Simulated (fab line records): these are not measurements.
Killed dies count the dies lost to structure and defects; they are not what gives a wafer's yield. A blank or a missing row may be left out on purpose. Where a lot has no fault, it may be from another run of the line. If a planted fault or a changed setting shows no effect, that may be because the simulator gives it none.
Struck lot and sound lot, side by side :: flow berkeley cmos170 :: 14 steps out of a route of 331
Sound: wafers L707.4, L707.5, L707.6. Wafers L711.1, L711.3, L711.4 were the ones struck. The cause is named last.
For every step that has rows: the tool of each side, followed by ch and its chambers, followed by its first start. Under that, the readings that differ: sound wafers :: struck wafers :: difference of the means :: sigmas: that difference in standard deviations of wafers without a fault.
alike: a reading whose means differ by less than 2 such deviations, as well as words and numbers matching on both sides. not compared: withheld readings; readings where some wafer has no value; bounds like >300 that might hide an equal value; numbers whose values overlap and for which the record gives no deviation.
A row with sigmas, a row that says differs or no value, or rows on one side alone: a step with any of these is where the two part. When numbers do not overlap yet have no deviation, they are printed without sigmas and do not part them. A reading that every wafer of one side lacks parts them only if that side has two wafers or more.

first, 1 step without rows for these wafers: UCB170_M3_PRE_CLEAN_00 (preclean etch time 60 s).
UCB170_M3_SPUTTER_01: material Al, target thk 900 nm, time 120 s.
  sound: pvd sputter-04 at day 10 06:00; struck: pvd sputter-04 at day 11 09:01
  alike: throttle valve pct
UCB170_M3_RS_MEAS_02: measures by four-point-probe.
  sound: film metro-04 at day 10 06:08; struck: film metro-02 at day 11 09:07
  alike: M3_AL_RS
UCB170_M3_THK_MEAS_03: measures by xrf.
  sound: film metro-04 at day 10 06:14; struck: film metro-02 at day 11 09:14
  alike: M3_AL_THK
then, 3 steps without rows for these wafers: UCB170_M3_HMDS_04 (prime time 60 s); UCB170_M3_COAT_05 (resist thk 900 nm); UCB170_M3_SOFTBAKE_06 (time 60 s).
UCB170_M3_STRIP_07: strips in O2.
  sound on plasma asher-01 ch 0,1, day 10 06:44; struck on plasma asher-02 ch 0,1, day 11 09:52
  alike: drypump motor current A, oes product au, strip time to endpoint s
  not compared: rf hours counter h
then, 4 steps without rows for these wafers: UCB170_M3_STRIP_08 (strips KrF in DMSO, time 600 s); UCB170_M3_COAT_09; UCB170_M3_COAT_10 (resist thk 900 nm); UCB170_M3_SOFTBAKE_11 (time 60 s).
UCB170_M3_EXPOSE_12: exposes mask METAL3, target cd 700 nm.
  sound on krf scanner-02 ch 0, day 10 08:32; struck on krf scanner-02, day 11 11:03
  no value came back on the struck wafers for exposure dose mJ cm2, focus offset nm (nm); on the sound wafers exposure dose mJ cm2 reads 25.954 26.021 25.983
  alike: mask
next, for these wafers, 1 step has no rows: UCB170_M3_PEB_13.

== WHERE THEY PART ==
Only at UCB170_M3_EXPOSE_12, as far as this record shows.

WHY: the cause the simulator had injected
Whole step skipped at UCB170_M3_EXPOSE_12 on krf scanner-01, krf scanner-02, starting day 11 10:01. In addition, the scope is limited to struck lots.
